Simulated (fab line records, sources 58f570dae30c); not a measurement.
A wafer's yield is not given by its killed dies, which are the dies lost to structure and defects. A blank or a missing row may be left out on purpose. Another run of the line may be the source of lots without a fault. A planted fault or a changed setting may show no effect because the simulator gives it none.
Tool commonality check | flow berkeley-cmos170 | 14 lots, 48 wafers sampled

== REASON IT WAS OPENED ==
At UCB170_NVT_TW_MEAS_09 the reading NVT_TW is flagged on 2 of 14 lots. Wafers without a fault read 528, standard deviation 4.5.
Rule: flag the lot when none of its wafers has a number, or when each of its wafers that has one lies beyond 4 standard deviations from that mean. The other lots count as sound.

lot  | measured     | on            | NVT_TW, wafer by wafer  | flag
L662 | day 7 03:19  | film-metro-01 | 524 521 518             |
L663 | day 7 03:33  | film-metro-03 | 524 525 527             |
L665 | day 7 12:44  | film-metro-03 | 527 523 523             |
L664 | day 7 12:59  | film-metro-04 | 535 531 532             |
L668 | day 7 21:22  | film-metro-03 | 523 521 524             |
L669 | day 7 21:38  | film-metro-04 | 532 531 533             |
L670 | day 8 08:22  | film-metro-04 | 528 531 532             |
L671 | day 8 23:19  | film-metro-04 | 532 528 531             |
L676 | day 10 08:30 | film-metro-03 | 524 533 530             |
L678 | day 10 08:31 | film-metro-01 | 556 555 555 561 559 556 | FLAGGED
L679 | day 10 13:32 | film-metro-01 | 522 521 521             |
L681 | day 10 23:19 | film-metro-03 | 564 563 567 563 561 562 | FLAGGED
L683 | day 10 23:22 | film-metro-04 | 532 530 533             |
L684 | day 11 06:48 | film-metro-03 | 529 527 524             |
The numbers of the flagged lots are 560 on average: +32 against the usual, or +7 standard deviations.

== EACH LOT AND THE TOOL IT RAN ON ==
The record keeps 1 process step preceding the reading, out of 331 steps on the route. Read each cell as the tool, then ch plus the chambers that the sampled wafers visited, then the start.
lot  | flag    | UCB170_NVT_IMPLANT_07
L662 |         | implanter-03 ch 0, day 7 03:05
L663 |         | implanter-02 ch 0, day 7 03:18
L665 |         | implanter-04 ch 0, day 7 12:29
L664 |         | implanter-04 ch 0, day 7 12:44
L668 |         | implanter-04 ch 0, day 7 21:08
L669 |         | implanter-03 ch 0, day 7 21:23
L670 |         | implanter-03 ch 0, day 8 08:07
L671 |         | implanter-03 ch 0, day 8 23:04
L676 |         | implanter-03 ch 0, day 10 08:17
L678 | FLAGGED | implanter-04 ch 0, day 10 08:16
L679 |         | implanter-02 ch 0, day 10 13:17
L681 | FLAGGED | implanter-04 ch 0, day 10 23:05
L683 |         | implanter-03 ch 0, day 10 23:07
L684 |         | implanter-03 ch 0, day 11 06:33
These steps, and what they do:
- UCB170_NVT_IMPLANT_07
- UCB170_NVT_TW_MEAS_09

== FLAGGED OVER TOTAL, TOOL BY TOOL (the gauges that took the reading come last) ==
step                  | tool          | lots run | flagged | share of the flagged lots | sound lots run after its first flagged lot
UCB170_NVT_IMPLANT_07 | implanter-02  | 2        | 0       | none                      | -
UCB170_NVT_IMPLANT_07 | implanter-03  | 7        | 0       | none                      | -
UCB170_NVT_IMPLANT_07 | implanter-04  | 5        | 2       | all                       | 0
UCB170_NVT_TW_MEAS_09 | film-metro-01 | 3        | 1       | some                      | 1 (L679)
UCB170_NVT_TW_MEAS_09 | film-metro-03 | 6        | 1       | some                      | 1 (L684)
UCB170_NVT_TW_MEAS_09 | film-metro-04 | 5        | 0       | none                      | -

== WHAT THE TABLE PERMITS ==
In the table, 1 row covers all flagged lots: implanter-04 at UCB170_NVT_IMPLANT_07.
- implanter-04 at UCB170_NVT_IMPLANT_07 ran 5 lots, 2 of them flagged. Its last sound lot is L668 (day 7 21:08), its first flagged lot L678 (day 10 08:16): a fault that began between those two fits. Its own readings lie more than 4 standard deviations out on every wafer of the flagged lots: beam-on-s, faraday-current-uA.
One tool is left: implanter-04 at UCB170_NVT_IMPLANT_07.

== WHAT WAS PUT IN BY THE SIMULATOR ==
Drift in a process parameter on implanter-04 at UCB170_NVT_IMPLANT_07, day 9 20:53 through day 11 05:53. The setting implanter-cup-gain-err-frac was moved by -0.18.
Shown lots that were struck: L678, L681. This agrees with what the rule above found.
